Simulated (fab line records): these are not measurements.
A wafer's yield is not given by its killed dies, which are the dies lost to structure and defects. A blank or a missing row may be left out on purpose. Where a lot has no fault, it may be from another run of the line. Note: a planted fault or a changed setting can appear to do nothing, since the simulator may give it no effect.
Check of tool commonality || flow berkeleyCmos170 || 13 lots and 42 wafers in the sample

== REASON FOR OPENING ==
UCB170_NWELL_TW_MEAS_16, reading NWELL_TW: flagged on 1 of 13 lots. Fault-free wafers read 1249, with a standard deviation of 5.9.
Rule: flag the lot when none of its wafers has a number, or when each of its wafers that has one lies beyond 4 standard deviations from that mean. The rest of the lots are taken to be sound.

{"lot": "L690", "measured": "day 2 20:15", "on": "filmMetro-01", "NWELL_TW, wafer by wafer": "1251 1243 1256", "flag": ""}
{"lot": "L692", "measured": "day 2 20:46", "on": "filmMetro-01", "NWELL_TW, wafer by wafer": "1240 1254 1249", "flag": ""}
{"lot": "L694", "measured": "day 3 08:31", "on": "filmMetro-02", "NWELL_TW, wafer by wafer": "1239 1243 1240", "flag": ""}
{"lot": "L693", "measured": "day 3 08:47", "on": "filmMetro-01", "NWELL_TW, wafer by wafer": "1256 1246 1258", "flag": ""}
{"lot": "L695", "measured": "day 3 13:09", "on": "filmMetro-04", "NWELL_TW, wafer by wafer": "1266 1257 1262", "flag": ""}
{"lot": "L697", "measured": "day 4 01:10", "on": "filmMetro-02", "NWELL_TW, wafer by wafer": "1245 1244 1249", "flag": ""}
{"lot": "L698", "measured": "day 4 09:37", "on": "filmMetro-01", "NWELL_TW, wafer by wafer": "1248 1257 1255", "flag": ""}
{"lot": "L701", "measured": "day 4 14:36", "on": "filmMetro-04", "NWELL_TW, wafer by wafer": "1247 1249 1251", "flag": ""}
{"lot": "L700", "measured": "day 4 14:44", "on": "filmMetro-01", "NWELL_TW, wafer by wafer": "1248 1255 1250", "flag": ""}
{"lot": "L704", "measured": "day 5 16:46", "on": "filmMetro-02", "NWELL_TW, wafer by wafer": "30 30 30 30 30 30", "flag": "FLAGGED"}
{"lot": "L710", "measured": "day 6 12:32", "on": "filmMetro-02", "NWELL_TW, wafer by wafer": "1241 1239 1249", "flag": ""}
{"lot": "L712", "measured": "day 7 01:14", "on": "filmMetro-04", "NWELL_TW, wafer by wafer": "1250 1248 1256", "flag": ""}
{"lot": "L713", "measured": "day 7 06:26", "on": "filmMetro-01", "NWELL_TW, wafer by wafer": "1249 1252 1247", "flag": ""}
The numbers of the flagged lots are 30 on average: -1219 against the usual, or -99 or more standard deviations.

== EACH LOT AND THE TOOL IT RAN ON ==
The record holds 1 process step before the reading, out of a route of 331 steps. Each cell gives the tool, then ch followed by the chambers the sampled wafers passed through, then the start.
{"lot": "L690", "flag": "", "UCB170_NWELL_EXPOSE_09": "krfScanner-02 ch 0, day 2 19:29"}
{"lot": "L692", "flag": "", "UCB170_NWELL_EXPOSE_09": "krfScanner-02 ch 0, day 2 19:59"}
{"lot": "L694", "flag": "", "UCB170_NWELL_EXPOSE_09": "krfScanner-01 ch 0, day 3 07:44"}
{"lot": "L693", "flag": "", "UCB170_NWELL_EXPOSE_09": "krfScanner-02 ch 0, day 3 07:58"}
{"lot": "L695", "flag": "", "UCB170_NWELL_EXPOSE_09": "krfScanner-01 ch 0, day 3 12:21"}
{"lot": "L697", "flag": "", "UCB170_NWELL_EXPOSE_09": "krfScanner-01 ch 0, day 4 00:23"}
{"lot": "L698", "flag": "", "UCB170_NWELL_EXPOSE_09": "krfScanner-01 ch 0, day 4 08:08"}
{"lot": "L701", "flag": "", "UCB170_NWELL_EXPOSE_09": "krfScanner-01 ch 0, day 4 13:11"}
{"lot": "L700", "flag": "", "UCB170_NWELL_EXPOSE_09": "krfScanner-01 ch 0, day 4 13:37"}
{"lot": "L704", "flag": "FLAGGED", "UCB170_NWELL_EXPOSE_09": "krfScanner-02 ch 0, day 5 15:47"}
{"lot": "L710", "flag": "", "UCB170_NWELL_EXPOSE_09": "krfScanner-02 ch 0, day 6 11:35"}
{"lot": "L712", "flag": "", "UCB170_NWELL_EXPOSE_09": "krfScanner-02 ch 0, day 7 00:28"}
{"lot": "L713", "flag": "", "UCB170_NWELL_EXPOSE_09": "krfScanner-01 ch 0, day 7 05:40"}
What is done by these steps:
- UCB170_NWELL_EXPOSE_09: exposes mask NWELL, target cd 3000 nm.
- UCB170_NWELL_TW_MEAS_16

== FLAGGED AGAINST TOTAL, ONE TOOL AT A TIME (gauges that did the reading follow at the end) ==
{"step": "UCB170_NWELL_EXPOSE_09", "tool": "krfScanner-01", "lots run": 7, "flagged": 0, "share of the flagged lots": "none", "sound lots run after its first flagged lot": "-"}
{"step": "UCB170_NWELL_EXPOSE_09", "tool": "krfScanner-02", "lots run": 6, "flagged": 1, "share of the flagged lots": "all", "sound lots run after its first flagged lot": "2 (L710,L712)"}
{"step": "UCB170_NWELL_TW_MEAS_16", "tool": "filmMetro-01", "lots run": 6, "flagged": 0, "share of the flagged lots": "none", "sound lots run after its first flagged lot": "-"}
{"step": "UCB170_NWELL_TW_MEAS_16", "tool": "filmMetro-02", "lots run": 4, "flagged": 1, "share of the flagged lots": "all", "sound lots run after its first flagged lot": "1 (L710)"}
{"step": "UCB170_NWELL_TW_MEAS_16", "tool": "filmMetro-04", "lots run": 3, "flagged": 0, "share of the flagged lots": "none", "sound lots run after its first flagged lot": "-"}

== THE TABLE: WHAT IT ALLOWS ==
Rows of the table that ran all the flagged lots, 2 in number: krfScanner-02 at UCB170_NWELL_EXPOSE_09; filmMetro-02 at UCB170_NWELL_TW_MEAS_16.
- krfScanner-02 at UCB170_NWELL_EXPOSE_09: 1 of its 6 lots flagged. After the first flagged lot (L710, L712), sound lots still ran on it; a lasting fault on the whole tool would not permit that.
- filmMetro-02 at UCB170_NWELL_TW_MEAS_16: 1 of its 4 lots flagged. After the first flagged lot (L710), sound lots still ran on it; a lasting fault on the whole tool would not permit that.
Every row of the table either missed a flagged lot or ran a sound lot after the first.

== WHAT THE SIMULATOR PUT IN ==
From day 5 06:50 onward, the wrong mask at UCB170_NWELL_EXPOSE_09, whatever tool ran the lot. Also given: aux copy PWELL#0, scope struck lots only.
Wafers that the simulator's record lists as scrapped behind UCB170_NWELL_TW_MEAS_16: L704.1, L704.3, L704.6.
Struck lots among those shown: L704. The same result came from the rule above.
